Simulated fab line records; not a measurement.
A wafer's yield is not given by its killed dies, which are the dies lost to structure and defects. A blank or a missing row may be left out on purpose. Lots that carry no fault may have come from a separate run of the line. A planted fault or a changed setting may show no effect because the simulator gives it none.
Which of the tools did it?	flow berkeley-cmos170	42 wafers from 14 lots sampled at 3 of the route's 331 steps

## WHAT THE GAUGES SHOWED, per wafer
UCB170_PLDD_TW_MEAS_11.
lot	measured	on	PLDD_TW
L315	day 6 06:41	film-metro-03	1014 1005 1012
L317	day 6 10:22	film-metro-02	1020 1024 1022
L318	day 6 14:36	film-metro-03	1009 1017 1014
L319	day 6 14:47	film-metro-03	1010 1011 1009
L320	day 7 18:50	film-metro-03	1010 1002 1004
L322	day 7 19:06	film-metro-02	1016 1017 1019
L323	day 7 19:11	film-metro-03	1003 1005 1006
L321	day 7 19:27	film-metro-04	1022 1017 1015
L327	day 8 11:38	film-metro-02	1012 1012 1013
L329	day 9 08:41	film-metro-04	1030 1028 1027
L333	day 10 09:19	film-metro-03	971 974 973
L336	day 10 09:32	film-metro-04	1017 1014 1018
L335	day 10 09:46	film-metro-03	972 976 978
L337	day 10 21:41	film-metro-04	1021 1018 1019

UCB170_SDANNEAL_RS_MEAS_04: measurement is done with a four-point probe.
lot	measured	on	PLDD_RS (ohm/sq)
L315	day 6 21:29	film-metro-02	1030 1031 1028
L317	day 6 21:28	film-metro-03	1030 1027 1028
L318	day 7 09:43	film-metro-03	1025 1025 1026
L319	day 7 09:45	film-metro-04	1031 1031 1029
L320	day 8 12:05	film-metro-02	1031 1034 1032
L322	day 8 12:44	film-metro-02	1036 1036 1038
L323	day 8 12:38	film-metro-04	1034 1035 1035
L321	day 8 12:11	film-metro-04	1033 1034 1036
L327	day 8 23:15	film-metro-02	1033 1033 1032
L329	day 9 20:23	film-metro-04	1030 1029 1029
L333	day 10 20:50	film-metro-03	1122 1120 1119
L336	day 10 20:49	film-metro-04	1031 1035 1036
L335	day 10 21:18	film-metro-04	1124 1124 1125
L337	day 11 08:29	film-metro-02	1036 1035 1031

## WHICH TOOL RAN EACH LOT (tool, then ch and the chambers of the sampled wafers, then the start)
lot	UCB170_PLDD_IMPLANT_08
L315	implanter-03 ch 0, day 6 06:17
L317	implanter-02 ch 0, day 6 09:58
L318	implanter-02 ch 0, day 6 14:12
L319	implanter-04 ch 0, day 6 14:25
L320	implanter-03 ch 0, day 7 18:26
L322	implanter-02 ch 0, day 7 18:44
L323	implanter-03 ch 0, day 7 18:47
L321	implanter-02 ch 0, day 7 19:04
L327	implanter-03 ch 0, day 8 11:17
L329	implanter-02 ch 0, day 9 08:20
L333	implanter-03 ch 0, day 10 08:55
L336	implanter-02 ch 0, day 10 09:08
L335	implanter-03 ch 0, day 10 09:22
L337	implanter-02 ch 0, day 10 21:17
- UCB170_PLDD_IMPLANT_08

## WHAT THE TOOLS THEMSELVES READ (means of the sampled wafers that have a number; where no wafer has one, the mark that the record gives instead)
UCB170_PLDD_IMPLANT_08.
lot	tool	beam-on-s (s)	faraday-current-uA
L315	implanter-03	9.96	159
L317	implanter-02	10.02	159
L318	implanter-02	9.90	160
L319	implanter-04	9.83	161
L320	implanter-03	10.15	156
L322	implanter-02	9.96	159
L323	implanter-03	10.11	157
L321	implanter-02	9.99	159
L327	implanter-03	10.10	157
L329	implanter-02	10.10	157
L333	implanter-03	7.99	199
L336	implanter-02	10.16	156
L335	implanter-03	7.97	199
L337	implanter-02	10.05	158

## THE ANSWER, worked out from the rows above alone
Rule: what is usual is taken from the lots themselves. The widest of any qualifying gaps counts: lots, ordered by their means at a reading, are off when they make up no more than a third of the lots, leave a main group of 4 or more, and stand apart from it by 3 or more times the standard deviation of that group's means. The tables above print the reading to a certain number of digits; a main group whose means all agree to those digits is not used. A lot without any number at a reading at which 4 lots or more have one is off too. Any other lot the step has rows for is counted as sound. First the gauges in route order, then the tools' own readings, where a lot's mean is used as printed above. At the first step where some lot is off, the reading lying furthest off is the one used; lots without a number count as furthest.
Off: L333, L335, at UCB170_PLDD_TW_MEAS_11 (PLDD_TW). Mean 1015 and standard deviation 6.6 in the main group.
A tool fits if, at a process step before that reading, it ran every lot that is off, and no sound lot after the first of them. The gauges at UCB170_PLDD_TW_MEAS_11 aren't tried: what is off there is off at UCB170_PLDD_IMPLANT_08 too, on other tools, and a gauge's error can't cause that. One fits: implanter-03 at UCB170_PLDD_IMPLANT_08. Its last sound lot is L327 (day 8 11:17), its first lot that is off L333 (day 10 08:55): a fault that began between those two fits.
The tool's own readings at UCB170_PLDD_IMPLANT_08 bear it out: on the lots that are off they differ by more than 5 times the standard deviation of the sound lots' means. beam-on-s reads 7.98 s there against 10.03 s on the sound lots; faraday-current-uA reads 199 there against 158 on the sound lots.

## WHAT HAD BEEN PUT IN BY THE SIMULATOR
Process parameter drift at UCB170_PLDD_IMPLANT_08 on implanter-03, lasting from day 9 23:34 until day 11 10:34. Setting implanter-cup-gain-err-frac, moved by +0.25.
Lots struck among those shown: L333, L335. The same result came from the rule above.
